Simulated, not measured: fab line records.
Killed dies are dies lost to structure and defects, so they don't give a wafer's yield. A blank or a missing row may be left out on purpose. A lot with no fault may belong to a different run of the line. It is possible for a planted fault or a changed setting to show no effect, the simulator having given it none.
Chamber matching :: flow rit_cmos :: RIT_GATE_ETCH_19 on rie_si-02: 4 sister chambers
The step etches poly-Si in SF6/CHF3/O2, stops on SiO2, time 165 s, target depth 312.5 nm. 4 wafers are shown with their chamber, then 7 later ones without.

## WAFERS, EACH WITH ITS CHAMBER
wafer: L612.6
chamber: 1
throttle_valve_pct (%): 10.25

wafer: L618.6
chamber: 2
throttle_valve_pct (%): 10.41

wafer: L622.3
chamber: 0
throttle_valve_pct (%): 10.33

wafer: L622.4
chamber: 3
throttle_valve_pct (%): 10.52

## WAFERS WHOSE CHAMBER IS MISSING
wafer: L622.6
throttle_valve_pct (%): 10.40

wafer: L624.2
throttle_valve_pct (%): 10.25

wafer: L624.3
throttle_valve_pct (%): 10.39

wafer: L624.5
throttle_valve_pct (%): 10.50

wafer: L632.2
throttle_valve_pct (%): 10.25

wafer: L632.3
throttle_valve_pct (%): 10.53

wafer: L632.6
throttle_valve_pct (%): 10.35

## WHICH CHAMBER EACH WENT THROUGH
wafer: L622.6
from the rows above: 2
in truth: 2

wafer: L624.2
from the rows above: 1
in truth: 1

wafer: L624.3
from the rows above: 2
in truth: 2

wafer: L624.5
from the rows above: 3
in truth: 3

wafer: L632.2
from the rows above: 1
in truth: 1

wafer: L632.3
from the rows above: 3
in truth: 3

wafer: L632.6
from the rows above: 0
in truth: 0
7 of 7 placed correctly. Number that these rows cannot place: 0. Wrongly placed: 0.
How it was worked out, from the rows above alone: a wafer's distance from a chamber is the root of the sum, over the readings, of the square of ((its reading less the chamber's mean) divided by the reading's scatter). If the next closest chamber is less than 2 further off than the closest, the wafer can't be placed; otherwise it belongs to the closest. The mean given for a chamber averages the wafers shown for that chamber. The scatter (one wafer shown for each chamber): square how far every hidden wafer sits from the nearest shown wafer, average those squares and take the square root.
